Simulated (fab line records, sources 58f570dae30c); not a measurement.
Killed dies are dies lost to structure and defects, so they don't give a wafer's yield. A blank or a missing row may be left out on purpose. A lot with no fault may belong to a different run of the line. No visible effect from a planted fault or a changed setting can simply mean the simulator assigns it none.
Lot-split experiment | flow berkeley cmos170 | route with 331 steps; 5 lots, 27 wafers read

== ABOUT THE SPLIT ==
At UCB170_V1_CVD_00 (deposits SiO2 from TEOS/O2, target thk 2000 nm, time 250 s), the setting time s was moved away from the recipe's 250 s on 9 of the 27 wafers read, by -48.8% to +50.5%. This setting was run at the recipe's value on the other wafers.

No step appears in the file between the split and the reading.

== THE READING ==
V1_TEOS_THK, in nm, at UCB170_V1_THK_MEAS_01. Fault-free wafers of this fab line usually give 2009 nm, standard deviation 29 nm.

wafer  | tool, chamber at the split | time s as run, s | against the recipe | V1_TEOS_THK, nm | against lot-mates on the recipe
L075.1 | pecvd-01, 0                | 250              | recipe             | 2003            | -
L075.2 | pecvd-01, 2                | 128.1            | -48.8%             | 1001            | -1015
L075.3 | pecvd-01, 1                | 128.1            | -48.8%             | 1047            | -969
L075.4 | pecvd-01, 0                | 128.1            | -48.8%             | 1047            | -969
L075.5 | pecvd-01, 2                | 250              | recipe             | 2009            | -
L075.6 | pecvd-01, 1                | 250              | recipe             | 2035            | -
L077.1 | pecvd-02, 0                | 250              | recipe             | 2047            | -
L077.2 | pecvd-02, 2                | 250              | recipe             | 2016            | -
L077.5 | pecvd-02, 0                | 250              | recipe             | 2036            | -
L074.1 | pecvd-04, 0                | 250              | recipe             | 1977            | -
L074.2 | pecvd-04, 1                | 250              | recipe             | 1984            | -
L074.3 | pecvd-04, 2                | 376.2            | +50.5%             | 2967            | +979
L074.4 | pecvd-04, 0                | 250              | recipe             | 2002            | -
L074.5 | pecvd-04, 2                | 376.2            | +50.5%             | 3024            | +1036
L074.6 | pecvd-04, 1                | 376.2            | +50.5%             | 3038            | +1050
L076.1 | pecvd-02, 2                | 250              | recipe             | 2047            | -
L076.2 | pecvd-02, 0                | 250              | recipe             | 2032            | -
L076.3 | pecvd-02, 1                | 375.8            | +50.3%             | 3008            | +968
L076.4 | pecvd-02, 1                | 375.8            | +50.3%             | 3054            | +1014
L076.5 | pecvd-02, 2                | 250              | recipe             | 2040            | -
L076.6 | pecvd-02, 0                | 375.8            | +50.3%             | 3086            | +1046
L081.1 | pecvd-04, 0                | 250              | recipe             | 1994            | -
L081.2 | pecvd-04, 2                | 250              | recipe             | 1958            | -
L081.3 | pecvd-04, 1                | 250              | recipe             | 1992            | -
L081.4 | pecvd-04, 1                | 250              | recipe             | 2024            | -
L081.5 | pecvd-04, 0                | 250              | recipe             | 2020            | -
L081.6 | pecvd-04, 2                | 250              | recipe             | 2012            | -

THE FIT
A straight line over all 27 wafers: V1_TEOS_THK changes by +20.2 nm for each +1% of time s; r = +1.00; the points scatter about the line by 29 nm.
The same after taking each lot's own level away (the mean of its wafers on the recipe; 27 wafers): +20.2 nm for each +1%; r = +1.00; scatter 22 nm.
Per that fit: largest time s move, reading shift of 1e+03 nm.
Across the lots, their own levels run from 1987.7 to 2039.7 nm, a range of 1.8 times the standard deviation given above.
Consequently the slope shifts little with the lot-to-lot level, the two slopes agreeing.
Check: +1.02e+03 nm against its lot-mates is what the line predicts for one of the wafers moved furthest among these (+50.5%) when that wafer is left out of the fit. Against them it came out at +979 nm.

== FURTHER SPLITS ON THESE WAFERS ==
These wafers also went through other splits before the reading. Each is held against what the fit with the lots' levels taken away leaves over:
other split on the same wafers         | wafers away from the commonest value | r with V1_TEOS_THK (lot level and that fit taken away)
UCB170_SCREENOX_OXIDATION_01 ox time s | 12                                   | -0.03
UCB170_GATE_OXIDATION_01 ox time s     | 18                                   | -0.02
UCB170_SPACER_CVD_00 time s            | 9                                    | -0.05

== THE WHOLE CHAIN: every reading that the file lists as answering this split, in the file's order ==
step                  | what it does                                               | reading                                                                   | change (the file's fit)              | r (the file's)
UCB170_V1_CVD_00      | deposits SiO2 from TEOS/O2, target thk 2000 nm, time 250 s | SiO2_of_V1_CVD_00.thk nm (the simulator's own value, which no gauge read) | +20.2 nm for each +1% of the setting | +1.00
UCB170_V1_THK_MEAS_01 |                                                            | V1_TEOS_THK                                                               | +20.2 for each +1% of the setting    | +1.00

== FILE'S OWN FIT ==
V1_TEOS_THK changes by +20.2 nm for each +1% of time s, r = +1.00.
